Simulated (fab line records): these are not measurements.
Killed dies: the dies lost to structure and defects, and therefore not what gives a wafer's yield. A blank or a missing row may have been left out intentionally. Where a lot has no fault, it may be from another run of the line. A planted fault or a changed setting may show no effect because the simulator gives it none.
Struck lot and sound lot, side by side    flow rit-cmos    22 out of 202 route steps
Sound: wafers L704.2, L704.4, L704.6. Struck: wafers L711.1, L711.4, L711.6. The cause is given at the end.
Per side, at each step with rows, come the tool, then ch with its chambers, and then its first start. Under that, the readings that differ: sound wafers    struck wafers    difference of the means    sigmas: that difference in standard deviations of wafers without a fault.
alike: same words and numbers on both sides, and readings whose means sit less than 2 such deviations apart. not compared: any withheld reading, any reading some wafer has no value for, any bound like >300 that may hide the same value, and any number with overlapping values for which the record gives no deviation.
Wherever a step has rows on one side only, a row that says differs or no value, or a row with sigmas, the two part there. Non-overlapping numbers with no deviation appear without sigmas and do not part them. A reading that every wafer of one side lacks parts them only if that side has two wafers or more.

first, 2 steps without rows for these wafers: RIT_NSD_HARDBAKE_07 (time 60 s); RIT_NSD_IMPLANT_08.
RIT_NSD_STRIP_09: strips in O2, time 180 s.
  sound on plasma-asher-03 ch 0,1, day 3 14:07; struck on plasma-asher-02 ch 0,1, day 5 00:31
  alike: drypump-motor-current-A
  not compared: rf-hours-counter-h
RIT_NSD_TW_MEAS_10:
  struck on film-metro-04, day 5 00:41; sound on film-metro-01, day 3 14:19
  alike: NSD_TW
then, 6 steps without rows for these wafers: RIT_PSD_HMDS_00 (prime time 60 s); RIT_PSD_COAT_01 (resist thk 1000 nm); RIT_PSD_SOFTBAKE_02 (time 60 s); RIT_PSD_EXPOSE_03 (exposes mask M10, target cd 40900 nm); RIT_PSD_PEB_04; RIT_PSD_DEVELOP_05 (develop time 50 s).
RIT_PSD_OVL_MEAS_06:
  struck on overlay-02, day 5 01:50; sound on overlay-02, day 3 15:20
  alike: PSD_OVL
then, 1 step without rows for these wafers: RIT_PSD_HARDBAKE_07 (time 60 s).
RIT_PSD_IMPLANT_08:
  sound on implanter-03 ch 0, day 3 15:32; struck on implanter-02 ch 0, day 5 02:01
reading                           sound                       struck                      difference  sigmas
beam-energy-keV                   26.999 27.007 26.998        25.120 25.100 25.113        -1.890      -99 or more
end-station-pressure-torr (Torr)  1.28e-05 1.28e-05 1.34e-05  1.66e-05 1.51e-05 1.47e-05  +2.47e-06   +2
model.implant.rp-nm (nm)          22.32 22.32 22.32           20.89 20.89 20.89           -1.43       
model.implant.drp-nm (nm)         12.05 12.05 12.05           11.45 11.45 11.45           -0.60       
  alike: dose-ions-cm2
RIT_PSD_STRIP_09: strips in O2, time 180 s.
  sound on plasma-asher-04 ch 0,1, day 3 15:40; struck on plasma-asher-01 ch 0,1, day 5 02:10
  alike: drypump-motor-current-A
  not compared: rf-hours-counter-h
RIT_PSD_TW_MEAS_10:
  struck on film-metro-04, day 5 02:20; sound on film-metro-01, day 3 15:51
reading  sound           struck          difference  sigmas
PSD_TW   3474 3473 3452  3379 3374 3381  -88         -4
then, 3 steps without rows for these wafers: RIT_SDANNEAL_CLEAN_00 (cleans in SC1, time 600 s); RIT_SDANNEAL_CLEAN_01 (cleans in dHF, time 31.35 s); RIT_SDANNEAL_CLEAN_02 (cleans in SC2, time 600 s).
RIT_SDANNEAL_RTA_03: time 5 s.
  sound on rtp-anneal-02 ch 0, day 3 16:17; struck on rtp-anneal-01 ch 0, day 5 02:46
  alike: wafer_temp_C_max
RIT_SDANNEAL_RS_MEAS_04: uses a four-point probe to measure.
  struck on film-metro-02, day 5 02:53; sound on film-metro-02, day 3 16:22
reading          sound                 struck                difference  sigmas
PSD_RS (ohm/sq)  115.62 115.83 116.23  120.63 120.44 120.49  +4.63       +16
RIT_SDANNEAL_RS_MEAS_05: uses a four-point probe to measure.
  struck on film-metro-02, day 5 03:01; sound on film-metro-02, day 3 16:29
  alike: NSD_RS
RIT_M1_PROBE_99:
  struck on prober-02, day 5 10:25; sound on prober-01, day 3 23:53
reading                               sound              struck              difference  sigmas
model.etest.contact-pplus.end-ohm-um  42.23 42.13 43.24  46.97 46.42 45.24   +3.68       
model.etest.vpnp.gain                 1.1 1.086 1.077    0.9954 1.003 1.007  -0.0859     
  alike: killed-at-contacts, killed-at-front-end, killed-dies, killed-open, killed-short

## WHERE THEY PART
Last at RIT_SDANNEAL_RS_MEAS_04 as far as this record goes, first at RIT_PSD_IMPLANT_08. Later steps at which nothing parts them and some readings are alike: RIT_SDANNEAL_RS_MEAS_05, RIT_M1_PROBE_99.

WHY: what had been put in by the simulator
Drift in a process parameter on implanter-02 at RIT_PSD_IMPLANT_08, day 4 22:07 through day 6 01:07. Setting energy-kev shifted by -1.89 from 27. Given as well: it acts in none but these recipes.
